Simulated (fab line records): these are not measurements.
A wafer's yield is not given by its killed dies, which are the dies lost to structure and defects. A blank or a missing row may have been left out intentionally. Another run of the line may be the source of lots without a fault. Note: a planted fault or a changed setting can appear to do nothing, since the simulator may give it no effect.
fab line records    flow ritCmos    part 1 of 2: steps 1 to 37 of 50
record lots=5  wafers=15  lastDay=7
route steps=202 shown NRETRO@56 PRETRO@64 GATE@75 FOX2@80 REOX@98 NLDD@103
lots that met no fault: taken from a fault-free run of the same line
startH: hours from the record's first day to the start of the lot's first wafer shown    waitH: hours from the lot's prior step to this one    " repeats the value in the row above    L1.1+2: a row that stands for several wafers    - either no value or no given start    * or withheld: withheld    < > ~ a bound
route shown NAME@n: a module of which the file shows steps, and the number in the route of the first    usual: mean/standard deviation taken from wafers without a fault    same: alike in all rows    chamber/n: place in a boat    sites: each site's reading    _std_site: standard deviation of those values    _edge_site: outer sites' mean less inner sites'    radiusMm: how far each site lies from the wafer's centre    mask NAME#n: copy n    behind: tool/chamber where the wafer was last shaped    hold: the reason the lot was held/the length of the hold in hours/how it ended    device: whichever transistor did not switch (one of n, p or np)    end of line: tests run on the same wafers once the route is complete    a step with no rows: only its recipe    killed: not the wafer's yield, but the dies lost to structure and defects at the first sort    map: a wafer's dies, marking killed ones x, the rest . and places with no die _
set.NAME: the setting that was run; set.NAME@STEP: the one run at that earlier step    model.NAME: the simulator's own value behind a step, which no gauge read
lots seen at some steps along the route; tables by step, rows by wafer
services: when a tool's chamber went out of use (startH, in hours from the record's first day, below 0 if earlier), for how many hours, and the reason
## steps
# step RIT_NRETRO_EXPOSE_03
# recipe maskId=M4  na=0.57  targetCdNm=43900  doseMj=250
lot.wafer   tool             chamber  startH  waitH  mask
L076.4+5+6  ilineStepper-01  0        39.49   0.2    M4#0
L083.1+2+3  ilineStepper-01  0        75.63   0.2    M4#0
L088.1+2+4  ilineStepper-02  0        99.61   0.1    M4#0
L092.1+4+6  ilineStepper-02  0        120.94  0.2    M4#0
L097.1+5+6  ilineStepper-02  0        144.58  0.2    M4#0
# step RIT_NRETRO_PEB_04
# recipe resist=NOVOLAK  tempC=withheld  timeS=withheld
lot.wafer   tool           chamber  startH  waitH
L076.4+5+6  lithoTrack-02  0        39.62   0.1
L083.1+2+3  lithoTrack-03  0        75.75   0.1
L088.1+2+4  lithoTrack-02  0        99.97   0.3
L092.1+4+6  lithoTrack-03  0        121.06  0.1
L097.1+5+6  lithoTrack-02  0        144.69  0.1
# step RIT_NRETRO_DEVELOP_05
# recipe resist=NOVOLAK  developTimeS=68  devTempC=23
lot.wafer   tool           chamber  startH  waitH
L076.4+5+6  lithoTrack-02  0        -       -
L083.1+2+3  lithoTrack-03  0        -       -
L088.1+2+4  lithoTrack-02  0        -       -
L092.1+4+6  lithoTrack-03  0        -       -
L097.1+5+6  lithoTrack-02  0        -       -
# step RIT_NRETRO_OVL_MEAS_06
# usual NRETRO_OVL=-0.8/1.2
lot.wafer  tool        chamber  startH  waitH  NRETRO_OVL[nm]
L076.4     overlay-01  -        39.88   -      -0.9
L076.5     "           -        "       "      0.5
L076.6     "           -        "       "      -1.0
L083.1     overlay-02  -        76.06   -      -1.8
L083.2     "           -        "       "      -1.0
L083.3     "           -        "       "      -1.4
L088.1     overlay-02  -        100.28  -      -0.6
L088.2     "           -        "       "      -0.6
L088.4     "           -        "       "      -2.3
L092.1     overlay-02  -        121.37  -      -1.9
L092.4     "           -        "       "      -2.3
L092.6     "           -        "       "      -2.3
L097.1     overlay-02  -        145.01  -      1.8
L097.5     "           -        "       "      0.8
L097.6     "           -        "       "      -1.3
# step RIT_NRETRO_HARDBAKE_07
# recipe resist=NOVOLAK  tempC=140  timeS=120
lot.wafer   tool           chamber  startH  waitH
L076.4+5+6  lithoTrack-02  0        40.02   0.1
L083.1+2+3  lithoTrack-03  0        76.10   0.0
L088.1+2+4  lithoTrack-02  0        100.31  0.0
L092.1+4+6  lithoTrack-01  0        121.40  0.0
L097.1+5+6  lithoTrack-02  0        145.04  0.0
# step RIT_NRETRO_IMPLANT_08
# recipe species=P  energyKev=70  doseCm2=1.025e+13  tiltDeg=7
# usual beamEnergyKeV=69.994/0.02  endStationPressureTorr=5.04e-06/2.3e-07
lot.wafer  tool          chamber  startH  waitH  beamEnergyKeV  endStationPressureTorr
L076.4     implanter-02  0        40.22   0.2    70.001         4.49e-06
L076.5     "             0        "       "      70.018         5.08e-06
L076.6     "             0        "       "      70.056         5.05e-06
L083.1     implanter-04  0        76.35   0.2    69.950         5.47e-06
L083.2     "             0        "       "      69.990         5.14e-06
L083.3     "             0        "       "      69.995         4.62e-06
L088.1     implanter-04  0        100.56  0.2    69.987         5.01e-06
L088.2     "             0        "       "      69.975         4.96e-06
L088.4     "             0        "       "      70.002         5.1e-06
L092.1     implanter-04  0        121.65  0.2    69.970         4.67e-06
L092.4     "             0        "       "      69.984         4.91e-06
L092.6     "             0        "       "      69.976         4.95e-06
L097.1     implanter-03  0        145.29  0.2    69.993         4.92e-06
L097.5     "             0        "       "      70.025         5.23e-06
L097.6     "             0        "       "      69.988         5.13e-06
# step RIT_NRETRO_STRIP_09
# recipe chemistry=O2  timeS=180  resist=NOVOLAK  platenTempC=withheld  powerW=500  pressureMtorr=4000  o2FlowSccm=4000
# usual drypumpMotorCurrentA=5.6/0.33
lot.wafer  tool            chamber  startH  waitH  drypumpMotorCurrentA  rfHoursCounterH
L076.4     plasmaAsher-03  0        40.36   0.1    6.0                   -
L076.5     "               1        "       "      5.0                   -
L076.6     "               0        "       "      6.1                   -
L083.1     plasmaAsher-04  0        76.50   0.1    5.7                   44
L083.2     "               1        "       "      5.3                   44
L083.3     "               1        "       "      5.2                   -
L088.1     plasmaAsher-04  1        100.71  0.1    5.3                   47
L088.2     "               0        "       "      5.6                   47
L088.4     "               0        "       "      5.6                   -
L092.1     plasmaAsher-03  1        121.80  0.1    5.0                   33
L092.4     "               1        "       "      5.0                   -
L092.6     "               0        "       "      6.1                   -
L097.1     plasmaAsher-04  1        145.44  0.1    5.3                   3
L097.5     "               1        "       "      5.3                   -
L097.6     "               0        "       "      5.6                   -
# step RIT_NRETRO_TW_MEAS_10
# usual NRETRO_TW=1054/7.8
lot.wafer  tool          chamber  startH  waitH  NRETRO_TW
L076.4     filmMetro-04  -        40.50   0.1    1057
L076.5     "             -        "       "      1055
L076.6     "             -        "       "      1057
L083.1     filmMetro-03  -        76.68   0.1    1059
L083.2     "             -        "       "      1061
L083.3     "             -        "       "      1059
L088.1     filmMetro-03  -        100.89  0.1    1060
L088.2     "             -        "       "      1052
L088.4     "             -        "       "      1057
L092.1     filmMetro-02  -        121.98  0.1    1044
L092.4     "             -        "       "      1049
L092.6     "             -        "       "      1047
L097.1     filmMetro-04  -        145.62  0.1    1053
L097.5     "             -        "       "      1053
L097.6     "             -        "       "      1050
# step RIT_PRETRO_HMDS_00
# recipe primeTimeS=60  primeTempC=140
lot.wafer   tool           chamber  startH  waitH
L076.4+5+6  lithoTrack-04  0        40.61   0.1
L083.1+2+3  lithoTrack-03  0        76.74   0.1
L088.1+2+4  lithoTrack-02  0        100.95  0.1
L092.1+4+6  lithoTrack-03  0        122.10  0.1
L097.1+5+6  lithoTrack-03  0        145.68  0.1
# step RIT_PRETRO_COAT_01
# recipe resist=NOVOLAK  spinRpm=2000  resistThkNm=1300
lot.wafer   tool           chamber  startH  waitH
L076.4+5+6  lithoTrack-04  0        40.76   0.1
L083.1+2+3  lithoTrack-03  0        76.89   0.1
L088.1+2+4  lithoTrack-02  0        101.10  0.1
L092.1+4+6  lithoTrack-03  0        122.25  0.1
L097.1+5+6  lithoTrack-03  0        145.83  0.1
# step RIT_PRETRO_SOFTBAKE_02
# recipe resist=NOVOLAK  tempC=90  timeS=60
lot.wafer   tool           chamber  startH  waitH
L076.4+5+6  lithoTrack-04  0        40.91   0.1
L083.1+2+3  lithoTrack-03  0        77.04   0.1
L088.1+2+4  lithoTrack-02  0        101.25  0.1
L092.1+4+6  lithoTrack-03  0        122.40  0.1
L097.1+5+6  lithoTrack-03  0        145.98  0.1
# step RIT_PRETRO_EXPOSE_03
# recipe maskId=M5  na=0.57  targetCdNm=43700  doseMj=250
lot.wafer   tool             chamber  startH  waitH  mask
L076.4+5+6  ilineStepper-01  0        41.17   0.2    M5#0
L083.1+2+3  ilineStepper-02  0        77.31   0.2    M5#0
L088.1+2+4  ilineStepper-01  0        101.63  0.4    M5#0
L092.1+4+6  ilineStepper-02  0        122.55  0.1    M5#0
L097.1+5+6  ilineStepper-02  0        146.13  0.1    M5#0
# step RIT_PRETRO_PEB_04
# recipe resist=NOVOLAK  tempC=withheld  timeS=withheld
lot.wafer   tool           chamber  startH  waitH
L076.4+5+6  lithoTrack-03  0        41.30   0.1
L083.1+2+3  lithoTrack-02  0        77.43   0.1
L088.1+2+4  lithoTrack-02  0        101.82  0.2
L092.1+4+6  lithoTrack-03  0        122.67  0.1
L097.1+5+6  lithoTrack-02  0        146.24  0.1
# step RIT_PRETRO_DEVELOP_05
# recipe resist=NOVOLAK  developTimeS=68  devTempC=23
lot.wafer   tool           chamber  startH  waitH
L076.4+5+6  lithoTrack-03  0        -       -
L083.1+2+3  lithoTrack-02  0        -       -
L088.1+2+4  lithoTrack-02  0        -       -
L092.1+4+6  lithoTrack-03  0        -       -
L097.1+5+6  lithoTrack-02  0        -       -
# step RIT_PRETRO_OVL_MEAS_06
# usual PRETRO_OVL=0.3/1.3
lot.wafer  tool        chamber  startH  waitH  PRETRO_OVL[nm]
L076.4     overlay-01  -        41.56   -      1.3
L076.5     "           -        "       "      1.0
L076.6     "           -        "       "      0.6
L083.1     overlay-02  -        77.74   -      -1.1
L083.2     "           -        "       "      -2.0
L083.3     "           -        "       "      -0.5
L088.1     overlay-01  -        102.14  -      3.4
L088.2     "           -        "       "      3.1
L088.4     "           -        "       "      2.8
L092.1     overlay-02  -        122.98  -      -1.5
L092.4     "           -        "       "      1.4
L092.6     "           -        "       "      -0.4
L097.1     overlay-01  -        146.56  -      0.4
L097.5     "           -        "       "      -1.8
L097.6     "           -        "       "      0.3
# step RIT_PRETRO_HARDBAKE_07
# recipe resist=NOVOLAK  tempC=140  timeS=120
lot.wafer   tool           chamber  startH  waitH
L076.4+5+6  lithoTrack-02  0        41.70   0.1
L083.1+2+3  lithoTrack-04  0        77.78   0.0
L088.1+2+4  lithoTrack-03  0        102.17  0.0
L092.1+4+6  lithoTrack-02  0        123.02  0.0
L097.1+5+6  lithoTrack-04  0        146.59  0.0
# step RIT_PRETRO_IMPLANT_08
# recipe species=B  energyKev=45  doseCm2=1.179e+13  tiltDeg=7
# usual beamEnergyKeV=45.001/0.015  endStationPressureTorr=5.05e-06/2.5e-07
lot.wafer  tool          chamber  startH  waitH  beamEnergyKeV  endStationPressureTorr
L076.4     implanter-02  0        41.90   0.2    45.025         5.26e-06
L076.5     "             0        "       "      44.998         5.06e-06
L076.6     "             0        "       "      45.001         4.63e-06
L083.1     implanter-01  0        78.03   0.2    44.980         4.93e-06
L083.2     "             0        "       "      45.027         5.05e-06
L083.3     "             0        "       "      44.982         5.28e-06
L088.1     implanter-01  0        102.42  0.2    44.997         4.87e-06
L088.2     "             0        "       "      44.986         5e-06
L088.4     "             0        "       "      45.001         5.23e-06
L092.1     implanter-04  0        123.27  0.2    44.993         4.89e-06
L092.4     "             0        "       "      45.015         5.2e-06
L092.6     "             0        "       "      44.982         4.8e-06
L097.1     implanter-02  0        146.84  0.2    45.005         5.05e-06
L097.5     "             0        "       "      44.993         5.29e-06
L097.6     "             0        "       "      44.985         4.89e-06
# step RIT_PRETRO_STRIP_09
# recipe chemistry=O2  timeS=180  resist=NOVOLAK  platenTempC=withheld  powerW=500  pressureMtorr=4000  o2FlowSccm=4000
# usual drypumpMotorCurrentA=5.6/0.43
lot.wafer  tool            chamber  startH  waitH  drypumpMotorCurrentA  rfHoursCounterH
L076.4     plasmaAsher-01  0        42.03   0.1    5.9                   -
L076.5     "               0        "       "      5.9                   -
L076.6     "               1        "       "      5.5                   -
L083.1     plasmaAsher-03  0        78.18   0.1    6.1                   28
L083.2     "               1        "       "      5.0                   28
L083.3     "               0        "       "      6.1                   -
L088.1     plasmaAsher-03  0        102.57  0.1    6.0                   31
L088.2     "               1        "       "      5.0                   31
L088.4     "               1        "       "      5.0                   -
L092.1     plasmaAsher-01  1        123.42  0.1    5.5                   50
L092.4     "               0        "       "      5.9                   -
L092.6     "               1        "       "      5.6                   -
L097.1     plasmaAsher-02  1        146.99  0.1    4.9                   49
L097.5     "               1        "       "      4.9                   -
L097.6     "               0        "       "      5.9                   -
# step RIT_PRETRO_TW_MEAS_10
# usual PRETRO_TW=470/4.3
lot.wafer  tool          chamber  startH  waitH  PRETRO_TW
L076.4     filmMetro-01  -        42.18   0.1    471
L076.5     "             -        "       "      472
L076.6     "             -        "       "      472
L083.1     filmMetro-03  -        78.35   0.1    472
L083.2     "             -        "       "      472
L083.3     "             -        "       "      472
L088.1     filmMetro-03  -        102.75  0.1    472
L088.2     "             -        "       "      473
L088.4     "             -        "       "      471
L092.1     filmMetro-01  -        123.59  0.1    472
L092.4     "             -        "       "      470
L092.6     "             -        "       "      467
L097.1     filmMetro-02  -        147.17  0.1    467
L097.5     "             -        "       "      467
L097.6     "             -        "       "      468
# step RIT_GATE_WET_ETCH_00
# recipe chemistry=BOE  target=SiO2  targetDepthNm=56  timeS=60  dry=n2Spin  dilution=10:1  tempC=21.5
lot.wafer   tool         chamber  startH  waitH
L076.4+5+6  wetBench-02  2        42.21   0.0
L083.1+2+3  wetBench-03  3        78.41   0.1
L088.1+2+4  wetBench-02  0        102.81  0.1
L092.1+4+6  wetBench-03  0        123.65  0.1
L097.1+5+6  wetBench-04  0        147.23  0.1
# step RIT_GATE_CLEAN_01
# recipe chemistry=SC1  mix=3:3:50  timeS=600  tempC=75
lot.wafer   tool         chamber  startH  waitH
L076.4+5+6  wetBench-03  2        42.23   0.0
L083.1+2+3  wetBench-04  2        78.44   0.0
L088.1+2+4  wetBench-03  3        102.83  0.0
L092.1+4+6  wetBench-04  3        123.68  0.0
L097.1+5+6  wetBench-03  2        147.25  0.0
# step RIT_GATE_CLEAN_02
# recipe chemistry=dHF  dilution=50:1  timeS=30
lot.wafer   tool         chamber  startH  waitH
L076.4+5+6  wetBench-04  0        42.41   0.0
L083.1+2+3  wetBench-02  2        78.61   0.0
L088.1+2+4  wetBench-04  0        103.04  0.0
L092.1+4+6  wetBench-02  2        123.85  0.0
L097.1+5+6  wetBench-02  0        147.43  0.0
# step RIT_GATE_CLEAN_03
# recipe chemistry=SC2  mix=3:3:50  timeS=600  tempC=75  dry=n2Spin
lot.wafer   tool         chamber  startH  waitH
L076.4+5+6  wetBench-02  2        42.43   0.0
L083.1+2+3  wetBench-03  2        78.63   0.0
L088.1+2+4  wetBench-02  0        103.06  0.0
L092.1+4+6  wetBench-03  0        123.87  0.0
L097.1+5+6  wetBench-04  3        147.45  0.0
# step RIT_GATE_CLEAN_04
# recipe chemistry=dHF  dilution=50:1  timeS=60  dry=n2Spin
lot.wafer   tool         chamber  startH  waitH
L076.4+5+6  wetBench-04  2        42.60   0.0
L083.1+2+3  wetBench-04  1        78.80   0.0
L088.1+2+4  wetBench-03  0        103.24  0.0
L092.1+4+6  wetBench-04  3        124.04  0.0
L097.1+5+6  wetBench-03  3        147.62  0.0
# step RIT_FOX2_THK_MEAS_91
# recipe reads=SiO2_of_FOX2_OXIDATION_00
# usual FIELD_OXIDE_LEFT_2_THK=257/6.4
lot.wafer  tool          chamber  startH  waitH  FIELD_OXIDE_LEFT_2_THK[nm]
L076.4     filmMetro-04  -        42.66   0.0    257
L076.5     "             -        "       "      265
L076.6     "             -        "       "      256
L083.1     filmMetro-03  -        78.83   0.0    257
L083.2     "             -        "       "      259
L083.3     "             -        "       "      260
L088.1     filmMetro-01  -        103.26  0.0    246
L088.2     "             -        "       "      248
L088.4     "             -        "       "      249
L092.1     filmMetro-04  -        124.07  0.0    268
L092.4     "             -        "       "      266
L092.6     "             -        "       "      262
L097.1     filmMetro-01  -        147.65  0.0    248
L097.5     "             -        "       "      251
L097.6     "             -        "       "      255
# step RIT_GATE_OXIDATION_05
# recipe tempC=900  ambient=O2  targetThkA=30  oxTimeS=270
# usual oxTempC=900.0/0.4
lot.wafer  tool        chamber  startH  waitH  oxTempC
L076.4     furnace-04  0        42.69   0.0    900.3
L076.5     "           0        "       "      899.6
L076.6     "           0        "       "      900.0
L083.1     furnace-01  0        80.47   1.6    900.2
L083.2     "           0        "       "      900.0
L083.3     "           0        "       "      899.9
L088.1     furnace-04  0        103.32  0.1    899.7
L088.2     "           0        "       "      900.0
L088.4     "           0        "       "      900.7
L092.1     furnace-04  0        124.13  0.1    899.9
L092.4     "           0        "       "      899.6
L092.6     "           0        "       "      899.8
L097.1     furnace-01  0        147.71  0.1    900.4
L097.5     "           0        "       "      900.5
L097.6     "           0        "       "      900.0
# step RIT_GATE_ANNEAL_06
# recipe tempC=900  timeS=600  ambient=N2O
lot.wafer   tool        chamber  startH  waitH
L076.4+5+6  furnace-01  0        43.76   0.0
L083.1+2+3  furnace-01  0        82.86   1.3
L088.1+2+4  furnace-01  0        104.40  0.0
L092.1+4+6  furnace-01  0        125.54  0.3
L097.1+5+6  furnace-03  0        148.78  0.0
# step RIT_GATE_THK_MEAS_07
# recipe reads=SiO2_of_GATE_OXIDATION_05
# usual GATE_OXIDE_THK=3.01/0.067
lot.wafer  tool          chamber  startH  waitH  GATE_OXIDE_THK[nm]
L076.4     filmMetro-04  -        44.04   0.0    3.05
L076.5     "             -        "       "      3.08
L076.6     "             -        "       "      2.99
L083.1     filmMetro-03  -        83.11   0.0    3.01
L083.2     "             -        "       "      3.03
L083.3     "             -        "       "      3.10
L088.1     filmMetro-01  -        104.65  0.0    2.97
L088.2     "             -        "       "      3.00
L088.4     "             -        "       "      2.99
L092.1     filmMetro-04  -        125.79  0.0    3.06
L092.4     "             -        "       "      3.03
L092.6     "             -        "       "      2.99
L097.1     filmMetro-01  -        149.03  0.0    3.00
L097.5     "             -        "       "      3.01
L097.6     "             -        "       "      3.01
# step RIT_GATE_CVD_08
# recipe material=poly-Si  targetThkNm=250  tempC=610  precursor=SiH4  timeS=2220  pressureMtorr=300  sih4FlowSccm=100
lot.wafer   tool      chamber  startH  waitH
L076.4+5+6  lpcvd-02  1        51.03   7.0
L083.1+2+3  lpcvd-01  1        84.47   1.3
L088.1+2+4  lpcvd-01  1        104.72  0.1
L092.1+4+6  lpcvd-01  1        125.85  0.1
L097.1+5+6  lpcvd-02  0        149.09  0.1
# step RIT_GATE_THK_MEAS_09
# recipe reads=poly-Si_of_GATE_CVD_08
# usual GATE_POLY_THK=250.0/2.9
lot.wafer  tool          chamber  startH  waitH  GATE_POLY_THK[nm]
L076.4     filmMetro-04  -        53.48   0.0    250.6
L076.5     "             -        "       "      249.4
L076.6     "             -        "       "      250.8
L083.1     filmMetro-01  -        86.09   0.0    254.4
L083.2     "             -        "       "      254.1
L083.3     "             -        "       "      255.3
L088.1     filmMetro-01  -        106.33  0.0    251.7
L088.2     "             -        "       "      251.7
L088.4     "             -        "       "      250.7
L092.1     filmMetro-01  -        127.46  0.0    253.4
L092.4     "             -        "       "      249.0
L092.6     "             -        "       "      251.8
L097.1     filmMetro-03  -        150.71  0.0    249.4
L097.5     "             -        "       "      248.6
L097.6     "             -        "       "      249.7
# step RIT_GATE_HMDS_10
# recipe primeTimeS=60  primeTempC=140
lot.wafer   tool           chamber  startH  waitH
L076.4+5+6  lithoTrack-04  0        53.59   0.1
L083.1+2+3  lithoTrack-01  0        86.15   0.1
L088.1+2+4  lithoTrack-04  0        106.39  0.1
L092.1+4+6  lithoTrack-02  0        127.52  0.1
L097.1+5+6  lithoTrack-01  0        150.77  0.1
# step RIT_GATE_COAT_11
# recipe resist=NOVOLAK  spinRpm=4250  resistThkNm=857.1
lot.wafer   tool           chamber  startH  waitH
L076.4+5+6  lithoTrack-04  0        53.74   0.1
L083.1+2+3  lithoTrack-01  0        86.30   0.1
L088.1+2+4  lithoTrack-04  0        106.54  0.1
L092.1+4+6  lithoTrack-02  0        127.67  0.1
L097.1+5+6  lithoTrack-01  0        150.92  0.1
# step RIT_GATE_SOFTBAKE_12
# recipe resist=NOVOLAK  tempC=90  timeS=60
lot.wafer   tool           chamber  startH  waitH
L076.4+5+6  lithoTrack-04  0        53.89   0.1
L083.1+2+3  lithoTrack-01  0        86.45   0.1
L088.1+2+4  lithoTrack-04  0        106.69  0.1
L092.1+4+6  lithoTrack-02  0        127.82  0.1
L097.1+5+6  lithoTrack-01  0        151.07  0.1
# step RIT_GATE_EXPOSE_13
# recipe maskId=M6  na=0.6  sourceShape=conventional  sigmaOuter=0.6  targetCdNm=150  doseMj=380
lot.wafer   tool             chamber  startH  waitH  mask
L076.4+5+6  ilineStepper-02  0        54.02   0.1    M6#0
L083.1+2+3  ilineStepper-01  0        86.60   0.1    M6#0
L088.1+2+4  ilineStepper-02  0        106.84  0.1    M6#0
L092.1+4+6  ilineStepper-01  0        127.97  0.1    M6#0
L097.1+5+6  ilineStepper-02  0        151.22  0.1    M6#0
# step RIT_GATE_PEB_14
# recipe resist=NOVOLAK  tempC=withheld  timeS=withheld
lot.wafer   tool           chamber  startH  waitH
L076.4+5+6  lithoTrack-01  0        54.16   0.1
L083.1+2+3  lithoTrack-01  0        86.85   0.2
L088.1+2+4  lithoTrack-02  0        106.96  0.1
L092.1+4+6  lithoTrack-02  0        128.09  0.1
L097.1+5+6  lithoTrack-01  0        151.33  0.1
# step RIT_GATE_DEVELOP_15
# recipe resist=NOVOLAK  developTimeS=50  devTempC=23
lot.wafer   tool           chamber  startH  waitH
L076.4+5+6  lithoTrack-01  0        -       -
L083.1+2+3  lithoTrack-01  0        -       -
L088.1+2+4  lithoTrack-02  0        -       -
L092.1+4+6  lithoTrack-02  0        -       -
L097.1+5+6  lithoTrack-01  0        -       -
# step RIT_GATE_CD_MEAS_16
# recipe targetCdNm=150
# usual cdNm=148.7/2.7
lot.wafer  tool      chamber  startH  waitH  cdNm
L076.4     cdSem-02  -        54.42   -      142.9
L076.5     "         -        "       "      142.8
L076.6     "         -        "       "      144.7
L083.1     cdSem-02  -        87.13   -      153.1
L083.2     "         -        "       "      149.9
L083.3     "         -        "       "      150.8
L088.1     cdSem-01  -        107.24  -      143.3
L088.2     "         -        "       "      144.8
L088.4     "         -        "       "      145.8
L092.1     cdSem-02  -        128.37  -      152.3
L092.4     "         -        "       "      151.7
L092.6     "         -        "       "      151.4
L097.1     cdSem-01  -        151.62  -      151.9
L097.5     "         -        "       "      149.0
L097.6     "         -        "       "      148.6
